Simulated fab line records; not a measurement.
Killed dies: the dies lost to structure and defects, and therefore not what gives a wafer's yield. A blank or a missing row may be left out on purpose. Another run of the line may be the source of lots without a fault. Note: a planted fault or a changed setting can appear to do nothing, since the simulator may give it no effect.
Comparing a struck lot with a sound one || flow ritCmos || 17 out of 202 route steps
Sound: these wafers, L286.2, L286.3, L286.5. Struck: wafers L296.1, L296.2, L296.3. The cause is named last.
For every step that has rows: the tool of each side, followed by ch and its chambers, followed by its first start. Under that, the readings that differ: sound wafers || struck wafers || difference of the means || sigmas: that difference in standard deviations of wafers without a fault.
alike: readings whose means differ by less than 2 such deviations, and words and numbers that are the same on both sides. not compared: withheld readings, readings that some wafer has no value for, bounds like >300 that may hide the same value, and numbers for which the record gives no deviation and whose values overlap.
A row with sigmas, a row that says differs or no value, or rows on one side alone: a step with any of these is where the two part. When numbers do not overlap yet have no deviation, they are printed without sigmas and do not part them. A reading missing from all wafers of one side parts the sides only when that side holds two or more wafers.

first, 1 step without rows for these wafers: RIT_CONTACT_HARDBAKE_10 (time 60 s).
RIT_CONTACT_ETCH_11: etches SiO2 in CHF3/CF4/Ar, stops on TiSi2, target depth 480 nm, time 320 s.
  sound on rieDiel-03 ch 0,2, day 3 11:07; struck on rieDiel-03 ch 0,1,3, day 5 11:02
  alike: drypumpMotorCurrentA, oesProductAu, throttleValvePct
  not compared: rfHoursCounterH
RIT_CONTACT_STRIP_12: strips in O2, time 180 s.
  sound on plasmaAsher-04 ch 0, day 3 11:19; struck on plasmaAsher-04 ch 0,1, day 5 11:14
  alike: drypumpMotorCurrentA
  not compared: rfHoursCounterH
RIT_CONTACT_CD_MEAS_90: the cd target is 1000 nm.
  sound: cdSem-02 at day 3 11:30; struck: cdSem-02 at day 5 11:25
  alike: cdNm
then, 2 steps without rows for these wafers: RIT_CONTACT_CLEAN_13 (cleans in SC1, time 600 s); RIT_CONTACT_CLEAN_14 (cleans in SC2, time 600 s).
RIT_M1_SPUTTER_00: material Al, target thk 400 nm, time 500 s.
  sound: pvdSputter-04 at day 3 11:57; struck: pvdSputter-04 at day 5 11:53
  alike: throttleValvePct
RIT_M1_RS_MEAS_01: a four-point-probe measurement.
  sound: filmMetro-03 at day 3 12:16; struck: filmMetro-02 at day 5 12:11
  alike: M1_AL_RS
RIT_M1_THK_MEAS_02: measures by xrf.
  sound: filmMetro-03 at day 3 12:23; struck: filmMetro-02 at day 5 12:18
  alike: M1_AL_THK
then, 3 steps without rows for these wafers: RIT_M1_HMDS_03 (prime time 60 s); RIT_M1_COAT_04 (resist thk 1300 nm); RIT_M1_SOFTBAKE_05 (time 60 s).
RIT_M1_EXPOSE_06: exposes mask M12, target cd 2600 nm.
  sound on ilineStepper-02 ch 0, day 3 12:54; struck on ilineStepper-02 ch 0, day 5 12:49
{"reading": "mask", "sound": "M12#0 M12#0 M12#0", "struck": "M12_R1#0 M12_R1#0 M12_R1#0", "difference": "differs", "sigmas": ""}
then, 2 steps without rows for these wafers: RIT_M1_PEB_07; RIT_M1_DEVELOP_08 (develop time 68 s).
RIT_M1_CD_MEAS_09: the cd target is 2600 nm.
  sound: cdSem-01 at day 3 13:20; struck: cdSem-01 at day 5 13:31
{"reading": "cdNm (nm)", "sound": "2601.6 2606.4 2602.9", "struck": "2750.4 2752.7 2749.3", "difference": "+147.2", "sigmas": "+70"}
  not compared: hold
RIT_M1_PROBE_99:
  the record has rows for the sound wafers here (prober-01, day 3 18:02) and none for the struck ones

## WHERE THEY PART
Earliest at RIT_M1_EXPOSE_06; latest, in this record, at RIT_M1_PROBE_99.

WHY: what the simulator had put in
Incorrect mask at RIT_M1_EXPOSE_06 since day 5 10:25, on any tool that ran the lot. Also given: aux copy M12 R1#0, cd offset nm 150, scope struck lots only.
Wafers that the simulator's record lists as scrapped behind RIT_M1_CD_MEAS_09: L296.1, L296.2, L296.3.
